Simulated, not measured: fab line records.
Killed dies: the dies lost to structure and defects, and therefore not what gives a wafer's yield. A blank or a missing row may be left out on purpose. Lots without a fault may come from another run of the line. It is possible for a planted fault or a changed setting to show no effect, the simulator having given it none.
The tool behind it: which one? | flow berkeley cmos170 | 13 lots, 39 wafers sampled, at 6 steps of a route of 331

WHAT THE GAUGES READ, wafer by wafer
UCB170_PFIELD_TW_MEAS_09. Usual: for PFIELD_TW the level is 594 and the standard deviation is 4.8.
lot  | measured    | on            | PFIELD_TW   | flag
L375 | day 4 22:18 | film metro-04 | 590 588 586 |
L377 | day 4 23:13 | film metro-01 | 591 594 594 |
L379 | day 5 17:13 | film metro-01 | 593 594 591 |
L385 | day 7 04:36 | film metro-03 | 602 604 603 |
L386 | day 7 12:07 | film metro-01 | 595 594 594 |
L388 | day 7 22:08 | film metro-01 | 598 600 594 |
L390 | day 8 09:21 | film metro-01 | 597 594 594 |
L391 | day 8 15:11 | film metro-01 | 599 596 597 |
L393 | day 9 06:32 | film metro-04 | 592 589 592 |
L392 | day 9 06:41 | film metro-03 | 595 597 597 |
L394 | day 9 13:37 | film metro-04 | 591 589 590 |
L395 | day 9 13:46 | film metro-04 | 590 589 588 |
L396 | day 9 14:39 | film metro-01 | 596 595 593 |

UCB170_GATE_THK_MEAS_05. Usual: for GATE_POLY_THK the level is 214.0 nm and the standard deviation is 1.6.
lot  | measured     | on            | GATE_POLY_THK (nm) | flag
L375 | day 7 13:11  | film metro-04 | 214.5 214.2 214.8  |
L377 | day 7 13:06  | film metro-02 | 214.2 213.8 212.9  |
L379 | day 8 02:29  | film metro-01 | 214.7 215.2 212.6  |
L385 | day 9 12:11  | film metro-02 | 212.2 212.5 212.5  |
L386 | day 9 22:11  | film metro-02 | 214.6 213.1 211.3  |
L388 | day 10 05:55 | film metro-01 | 215.4 213.5 214.4  |
L390 | day 10 17:59 | film metro-01 | 214.1 212.3 213.5  |
L391 | day 10 17:59 | film metro-02 | 216.1 216.8 216.5  |
L393 | day 11 10:05 | film metro-02 | 213.8 216.4 216.1  |
L392 | day 11 10:05 | film metro-04 | 215.2 212.3 214.8  |
L394 | day 11 18:20 | film metro-04 | 214.1 215.7 216.7  |
L395 | day 11 18:20 | film metro-02 | 215.1 215.1 214.1  |
L396 | day 11 18:20 | film metro-01 | 212.1 214.9 214.4  |

UCB170_NLDD_CD_MEAS_06: the cd target is 1200 nm. Usual: cd nm 1200.0 nm, standard deviation 1.1.
lot  | measured     | on        | cd nm (nm)           | flag
L375 | day 7 19:04  | cd sem-01 | 1200.0 1202.0 1201.2 |
L377 | day 7 18:31  | cd sem-01 | 1200.7 1201.2 1201.3 |
L379 | day 8 07:05  | cd sem-02 | - - -                | OFF
L385 | day 9 17:33  | cd sem-02 | 1200.8 1201.5 1200.3 |
L386 | day 10 02:30 | cd sem-01 | 1201.8 1201.5 1201.1 |
L388 | day 10 10:45 | cd sem-01 | 1199.9 1200.0 1200.6 |
L390 | day 11 00:48 | cd sem-02 | 1199.7 1199.4 1201.3 |
L391 | day 11 01:04 | cd sem-02 | 1198.3 1199.5 1199.8 |
L393 | day 11 15:19 | cd sem-02 | 1199.6 1201.7 1201.1 |
L392 | day 11 14:43 | cd sem-02 | 1200.8 1199.3 1199.9 |
L394 | day 12 00:53 | cd sem-02 | 1199.9 1199.0 1198.6 |
L395 | day 12 00:09 | cd sem-02 | 1197.2 1197.9 1198.5 |
L396 | day 12 02:00 | cd sem-02 | 1202.0 1201.0 1201.7 |

UCB170_NLDD_TW_MEAS_11. Usual: for NLDD_TW the level is 2202 and the standard deviation is 17.
lot  | measured     | on            | NLDD_TW        | flag
L375 | day 7 19:35  | film metro-04 | 2195 2180 2178 |
L377 | day 7 19:04  | film metro-03 | 2226 2231 2223 |
L379 | day 8 07:38  | film metro-04 | 30 29 30       | OFF
L385 | day 9 18:06  | film metro-03 | 2203 2210 2199 |
L386 | day 10 03:03 | film metro-04 | 2181 2189 2199 |
L388 | day 10 11:18 | film metro-02 | 2220 2222 2214 |
L390 | day 11 01:20 | film metro-02 | 2209 2221 2218 |
L391 | day 11 01:37 | film metro-02 | 2219 2218 2210 |
L393 | day 11 15:52 | film metro-02 | 2222 2221 2204 |
L392 | day 11 15:16 | film metro-02 | 2219 2219 2217 |
L394 | day 12 01:26 | film metro-04 | 2187 2187 2188 |
L395 | day 12 00:43 | film metro-04 | 2191 2174 2188 |
L396 | day 12 02:33 | film metro-02 | 2215 2217 2216 |

WHAT TOOL EACH LOT RAN ON (gives the tool, then ch and the chambers of the sampled wafers, and finally the start)
lot  | UCB170_PLDD_STRIP_10                 | UCB170_NLDD_EXPOSE_03
L375 | plasma asher-01 ch 0,1, day 7 17:31  | krf scanner-02 ch 0, day 7 18:40
L377 | plasma asher-04 ch 0,1, day 7 17:10  | krf scanner-02 ch 0, day 7 18:04
L379 | plasma asher-04 ch 0,1, day 8 05:53  | krf scanner-02 ch 0, day 8 06:41
L385 | plasma asher-02 ch 0,1, day 9 16:22  | krf scanner-02 ch 0, day 9 17:10
L386 | plasma asher-02 ch 0,1, day 10 01:19 | krf scanner-01 ch 0, day 10 02:07
L388 | plasma asher-02 ch 0,1, day 10 09:25 | krf scanner-02 ch 0, day 10 10:22
L390 | plasma asher-01 ch 0,1, day 10 22:11 | krf scanner-02 ch 0, day 10 23:57
L391 | plasma asher-04 ch 0,1, day 10 22:47 | krf scanner-02 ch 0, day 11 00:17
L393 | plasma asher-04 ch 0,1, day 11 13:39 | krf scanner-02 ch 0, day 11 14:56
L392 | plasma asher-02 ch 0,1, day 11 13:08 | krf scanner-01 ch 0, day 11 14:08
L394 | plasma asher-04 ch 0,1, day 11 22:50 | krf scanner-01 ch 0, day 11 23:55
L395 | plasma asher-02 ch 0,1, day 11 22:43 | krf scanner-02 ch 0, day 11 23:36
L396 | plasma asher-04 ch 0,1, day 11 23:31 | krf scanner-01 ch 0, day 12 01:00
- UCB170_PLDD_STRIP_10: strips in O2.
- UCB170_NLDD_EXPOSE_03: exposes mask NSELECT, target cd 1200 nm.

WHAT THE TOOLS THEMSELVES READ (means of the sampled wafers that have a number; where no wafer has one, the mark that the record gives instead)
UCB170_PLDD_STRIP_10. Usual: drypump motor current A 5.8 A, standard deviation 0.36; oes product au 0.735 a.u., standard deviation 0.0048; strip time to endpoint s 21.61 s, standard deviation 0.06.
lot  | tool            | drypump motor current A (A) | oes product au (a.u.) | strip time to endpoint s (s) | flag
L375 | plasma asher-01 | 6.3                         | 0.736                 | 21.56                        |
L377 | plasma asher-04 | 5.7                         | 0.732                 | 21.61                        |
L379 | plasma asher-04 | 5.7                         | 0.736                 | 21.69                        |
L385 | plasma asher-02 | 5.8                         | 0.735                 | 21.74                        |
L386 | plasma asher-02 | 5.8                         | 0.733                 | 21.58                        |
L388 | plasma asher-02 | 6.0                         | 0.731                 | 21.66                        |
L390 | plasma asher-01 | 6.3                         | 0.732                 | 21.57                        |
L391 | plasma asher-04 | 5.7                         | 0.737                 | 21.63                        |
L393 | plasma asher-04 | 5.7                         | 0.735                 | 21.66                        |
L392 | plasma asher-02 | 5.9                         | 0.733                 | 21.56                        |
L394 | plasma asher-04 | 5.4                         | 0.734                 | 21.63                        |
L395 | plasma asher-02 | 5.9                         | 0.737                 | 21.60                        |
L396 | plasma asher-04 | 5.7                         | 0.735                 | 21.52                        |

UCB170_NLDD_EXPOSE_03. Usual: focus offset nm -0.1 nm, standard deviation 0.56.
lot  | tool           | focus offset nm (nm) | flag
L375 | krf scanner-02 | 0.4                  |
L377 | krf scanner-02 | 0.1                  |
L379 | krf scanner-02 | -0.2                 |
L385 | krf scanner-02 | -0.3                 |
L386 | krf scanner-01 | 0.3                  |
L388 | krf scanner-02 | 0.2                  |
L390 | krf scanner-02 | -0.6                 |
L391 | krf scanner-02 | -0.4                 |
L393 | krf scanner-02 | -0.8                 |
L392 | krf scanner-01 | -0.1                 |
L394 | krf scanner-01 | 0.3                  |
L395 | krf scanner-02 | 0.3                  |
L396 | krf scanner-01 | -0.8                 |

THE ANSWER, worked out from the rows above alone
Rule: a lot is off if the mean of its wafers that have a number lies more than 3 standard deviations from the usual mean. Also off: a lot with no number at a reading for which 4 or more lots have one. The other lots that the step has rows for count as sound. Order of review: gauges by route order, followed by the tools' own readings, for which a lot's mean as printed above is used. The first step at which some lot is off is used, and at that step the reading that is off furthest; a lot without a number counts as furthest.
Off, at UCB170_NLDD_CD_MEAS_06 on cd nm: L379. Without a number there: L379.
A tool fits if, at a process step before that reading, it ran every lot that is off, and no sound lot after the first of them. Not tried: the gauges at UCB170_NLDD_CD_MEAS_06; whatever is off there is also off at UCB170_NLDD_TW_MEAS_11, on other tools, and gauge error can't account for it. None of those tried fits.

WHAT THE SIMULATOR PUT IN
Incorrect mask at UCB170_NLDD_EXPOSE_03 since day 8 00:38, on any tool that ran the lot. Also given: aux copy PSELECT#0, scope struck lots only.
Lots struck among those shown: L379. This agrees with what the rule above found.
